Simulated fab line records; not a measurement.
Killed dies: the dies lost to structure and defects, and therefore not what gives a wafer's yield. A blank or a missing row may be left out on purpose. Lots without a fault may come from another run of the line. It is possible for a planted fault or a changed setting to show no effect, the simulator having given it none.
Which of the tools did it? ; flow berkeleyCmos170 ; 15 lots, 45 wafers sampled, at 1 step of a route of 331

WHAT EACH GAUGE READ, for each wafer
The record holds no reading of a measuring or inspecting step that can be judged against a usual standard deviation.

EACH LOT AND THE TOOL THAT RAN IT (in order: tool; ch and the chambers of the sampled wafers; start)
lot;UCB170_PVT_EXPOSE_03
L117;krfScanner-02 ch 0, day 6 01:41
L120;krfScanner-02 ch 0, day 6 07:32
L121;krfScanner-02 ch 0, day 6 16:36
L122;krfScanner-01 ch 0, day 6 16:49
L124;krfScanner-01 ch 0, day 7 05:10
L123;krfScanner-01, day 7 05:35
L125;krfScanner-01, day 7 14:55
L127;krfScanner-01, day 7 22:33
L126;krfScanner-02 ch 0, day 7 22:52
L132;krfScanner-01 ch 0, day 9 03:11
L136;krfScanner-01 ch 0, day 9 19:20
L135;krfScanner-01 ch 0, day 9 19:37
L139;krfScanner-01 ch 0, day 10 05:43
L138;krfScanner-01 ch 0, day 10 06:20
L140;krfScanner-01 ch 0, day 10 13:58
- UCB170_PVT_EXPOSE_03: exposes mask NWELL, target cd 3000 nm.

AS READ BY THE TOOLS THEMSELVES (means over the sampled wafers that have a number; for cases with no such wafer, the mark the record gives instead)
UCB170_PVT_EXPOSE_03. Usual: exposureDoseMJCm2 30.002, standard deviation 0.027; focusOffsetNm 0.1 nm, standard deviation 0.46.
lot;tool;exposureDoseMJCm2;focusOffsetNm (nm);flag
L117;krfScanner-02;29.980;0.2;
L120;krfScanner-02;30.003;0.6;
L121;krfScanner-02;29.971;-0.6;
L122;krfScanner-01;30.003;-0.4;
L124;krfScanner-01;29.977;0.1;
L123;krfScanner-01;-;-;OFF
L125;krfScanner-01;-;-;OFF
L127;krfScanner-01;-;-;OFF
L126;krfScanner-02;29.990;-0.2;
L132;krfScanner-01;30.006;-0.1;
L136;krfScanner-01;30.000;0.1;
L135;krfScanner-01;30.007;0.2;
L139;krfScanner-01;29.991;0.3;
L138;krfScanner-01;29.995;-0.2;
L140;krfScanner-01;30.011;-0.3;

THE ANSWER, worked out from the rows above alone
Rule: a lot counts as off when the mean over its wafers that have a number is more than 3 standard deviations away from the usual mean. Also off: a lot with no number at a reading for which 4 or more lots have one. Any other lot the step has rows for is counted as sound. After the gauges, taken in route order, come the tools' own readings; for these a lot's mean is taken, as printed above. At the first step where some lot is off, the reading lying furthest off is the one used; lots without a number count as furthest.
Off: L123, L125, L127 (UCB170_PVT_EXPOSE_03, exposureDoseMJCm2). Without a number there: L123, L125, L127.
A tool fits if, at that step or a process step before it, it ran every lot that is off, and no sound lot after the first of them. Not one of the candidates tried fits.

WHAT WAS PUT IN BY THE SIMULATOR
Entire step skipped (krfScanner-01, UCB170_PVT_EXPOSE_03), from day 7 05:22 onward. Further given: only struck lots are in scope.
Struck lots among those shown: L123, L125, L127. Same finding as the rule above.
